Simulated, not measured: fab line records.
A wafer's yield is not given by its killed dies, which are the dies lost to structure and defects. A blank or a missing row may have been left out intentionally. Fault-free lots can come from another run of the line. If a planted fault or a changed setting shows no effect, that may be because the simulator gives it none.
Code-filled problem report in 8D (eight disciplines) form + flow berkeley-cmos170 + the parts of the form that need people (team, actions taken, sign-off) are left out

1. WHAT IS WRONG
cd-nm at UCB170_M2_CD_MEAS_15 reads a mean of 673.6 nm on 6 wafers of 2 lots; wafers without a fault read 699.9 nm with a standard deviation of 1.5. Measured from the usual mean, that is -18 standard deviations.
The step: target cd 700 nm.
Seen first at day 11 10:54 on cd-sem-02, wafer L643.2. The record has a number at this step for 42 wafers belonging to 14 lots. Rule for "out", or "out of limits": more than 4 standard deviations from the usual mean. The other wafers with a number count as sound.

2. WHAT THIS IS AND IS NOT
| question                    | is                     | is not                                                                 |
|-----------------------------|------------------------|------------------------------------------------------------------------|
| which readings at this step | cd-nm                  | -                                                                      |
| which lots                  | L643, L644             | L623, L624, L625, L626, L627, L628, L629, L631, L633, L635, L637, L646 |
| which wafers of those lots  | all that have a number | -                                                                      |
| read on which gauges        | cd-sem-01, cd-sem-02   | -                                                                      |
| when                        | from day 11 10:54      | up to then (33 sound wafers); but 3 sound wafers of L646 came after    |

3. WHAT RULES OUT EACH SUSPECT
Counting: any tool at a process step up to the reading is kept as a suspect provided that every lot that is out went through it and no sound lot did after the first of them.
- the gauge at UCB170_M2_CD_MEAS_15 is ruled out. Those wafers that are out were read across 2 gauges (cd-sem-01, cd-sem-02).
- litho-track-01 at UCB170_M2_SOFTBAKE_11 (time 60 s): kept. It ran every lot that is out, first L643 (day 11 10:00), and no sound lot after that; its last sound lot up to then is L633 (day 9 00:00). On those wafers its own readings are out: heater-power-total-W, plate-temp-C.
Remaining after the count: litho-track-01 at UCB170_M2_SOFTBAKE_11.

4. THE CAUSE (what the simulator had put in)
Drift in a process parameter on litho-track-01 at UCB170_M2_SOFTBAKE_11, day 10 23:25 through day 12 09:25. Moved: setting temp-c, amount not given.
The count eliminated every tool but this one.

5. THE EFFECT CHAIN, in route order
Each row: a reading where the mean over the struck wafers with a number is more than 3 standard deviations away from the usual. Only readings whose record carries a usual standard deviation are examined. hours: median over the lots of the time between each lot's start at the first step of this table that gives one and its start at this step. sigmas: the change, counted in usual standard deviations.
| hours | step                  | reading              | usual    | on struck wafers | change | sigmas      |
|-------|-----------------------|----------------------|----------|------------------|--------|-------------|
| 0     | UCB170_M2_SOFTBAKE_11 | heater-power-total-W | 56.80 W  | 62.58            | +5.78  | +99 or more |
| 0     | UCB170_M2_SOFTBAKE_11 | plate-temp-C         | 129.99 C | 140.09           | +10.09 | +72         |
| 1     | UCB170_M2_CD_MEAS_15  | cd-nm                | 699.9 nm | 673.6            | -26.3  | -18         |
Process steps it contains:
- UCB170_M2_SOFTBAKE_11: time 60 s.
At these later measuring or inspecting steps, every struck wafer for which the step has a row has a number for every such reading, and none has moved that far: UCB170_V2_THK_MEAS_04, UCB170_V2_CD_MEAS_12.

6. WHAT WOULD HAVE CAUGHT IT SOONER
Counted from the fault's start at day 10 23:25, it took 11 hours until the first out-of-limits reading at a measuring or inspecting step in this record, taken at day 11 10:54.
The tool's own readings at UCB170_M2_SOFTBAKE_11 were out on every struck wafer that the step has a row for (heater-power-total-W, plate-temp-C): an alarm limit on them would have fired on the first of those.
Lots out: 2; of these, L644 started UCB170_M2_SOFTBAKE_11 on litho-track-01 after day 11 10:54. Putting the tool on hold at that point would have spared it.
